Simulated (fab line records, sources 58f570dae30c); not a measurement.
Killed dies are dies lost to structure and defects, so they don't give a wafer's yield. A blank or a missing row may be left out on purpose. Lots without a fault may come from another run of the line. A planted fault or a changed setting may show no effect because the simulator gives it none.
Tool commonality check | flow berkeley_cmos170 | 14 lots, 42 wafers sampled

WHY IT WAS OPENED
At UCB170_PVT_TW_MEAS_09 the reading PVT_TW is flagged on 2 of 14 lots. Wafers without a fault read 509, standard deviation 3.2.
Rule: a lot is flagged when every wafer of it that has a number lies more than 4 standard deviations from that mean, or none has a number. The other lots count as sound.

lot  | measured     | on            | PVT_TW, wafer by wafer | flag
L584 | day 5 18:17  | film_metro-04 | 509 510 508            |
L585 | day 5 18:19  | film_metro-02 | 514 511 512            |
L587 | day 6 10:23  | film_metro-04 | 504 506 507            |
L590 | day 6 17:49  | film_metro-04 | 507 504 506            |
L589 | day 6 18:11  | film_metro-03 | 508 508 509            |
L591 | day 7 10:58  | film_metro-03 | 452 450 455            | FLAGGED
L593 | day 7 20:12  | film_metro-02 | 454 453 455            | FLAGGED
L597 | day 8 14:38  | film_metro-04 | 507 506 506            |
L600 | day 9 15:53  | film_metro-03 | 508 507 510            |
L601 | day 9 16:12  | film_metro-02 | 512 513 511            |
L605 | day 10 09:21 | film_metro-03 | 510 511 510            |
L604 | day 10 10:38 | film_metro-04 | 506 506 504            |
L602 | day 10 10:46 | film_metro-03 | 510 509 510            |
L606 | day 10 16:25 | film_metro-04 | 505 505 507            |
The numbers of the flagged lots are 453 on average: -56 against the usual, or -17 standard deviations.

WHICH TOOL RAN EACH LOT
The record holds 1 process step before the reading, out of a route of 331 steps. In each cell: the tool, then ch and the chambers that the sampled wafers went through, then the start.
lot  | flag    | UCB170_PVT_IMPLANT_07
L584 |         | implanter-02 ch 0, day 5 18:02
L585 |         | implanter-01 ch 0, day 5 18:05
L587 |         | implanter-02 ch 0, day 6 10:08
L590 |         | implanter-02 ch 0, day 6 17:35
L589 |         | implanter-01 ch 0, day 6 17:56
L591 | FLAGGED | implanter-02 ch 0, day 7 10:44
L593 | FLAGGED | implanter-02 ch 0, day 7 19:58
L597 |         | implanter-01 ch 0, day 8 14:26
L600 |         | implanter-01 ch 0, day 9 15:39
L601 |         | implanter-04 ch 0, day 9 15:58
L605 |         | implanter-04 ch 0, day 10 09:07
L604 |         | implanter-02 ch 0, day 10 10:25
L602 |         | implanter-04 ch 0, day 10 10:31
L606 |         | implanter-01 ch 0, day 10 16:10
What these steps do:
- UCB170_PVT_IMPLANT_07
- UCB170_PVT_TW_MEAS_09

FLAGGED OVER TOTAL, TOOL BY TOOL (the gauges that took the reading come last)
step                  | tool          | lots run | flagged | share of the flagged lots | sound lots run after its first flagged lot
UCB170_PVT_IMPLANT_07 | implanter-01  | 5        | 0       | none                      | -
UCB170_PVT_IMPLANT_07 | implanter-02  | 6        | 2       | all                       | 1 (L604)
UCB170_PVT_IMPLANT_07 | implanter-04  | 3        | 0       | none                      | -
UCB170_PVT_TW_MEAS_09 | film_metro-02 | 3        | 1       | some                      | 1 (L601)
UCB170_PVT_TW_MEAS_09 | film_metro-03 | 5        | 1       | some                      | 3 (L600,L605,L602)
UCB170_PVT_TW_MEAS_09 | film_metro-04 | 6        | 0       | none                      | -

WHAT THE TABLE ALLOWS
1 row of the table ran every flagged lot: implanter-02 at UCB170_PVT_IMPLANT_07.
- implanter-02 at UCB170_PVT_IMPLANT_07: 2 of its 6 lots flagged. Sound lots ran on it after the first flagged one (L604), which a lasting fault on the whole tool wouldn't allow. Its own readings lie more than 4 standard deviations out on every wafer of the flagged lots: dose_ions_cm2, faraday_current_uA.
No row of the table ran every flagged lot and no sound lot after the first.

WHAT THE SIMULATOR HAD PUT IN
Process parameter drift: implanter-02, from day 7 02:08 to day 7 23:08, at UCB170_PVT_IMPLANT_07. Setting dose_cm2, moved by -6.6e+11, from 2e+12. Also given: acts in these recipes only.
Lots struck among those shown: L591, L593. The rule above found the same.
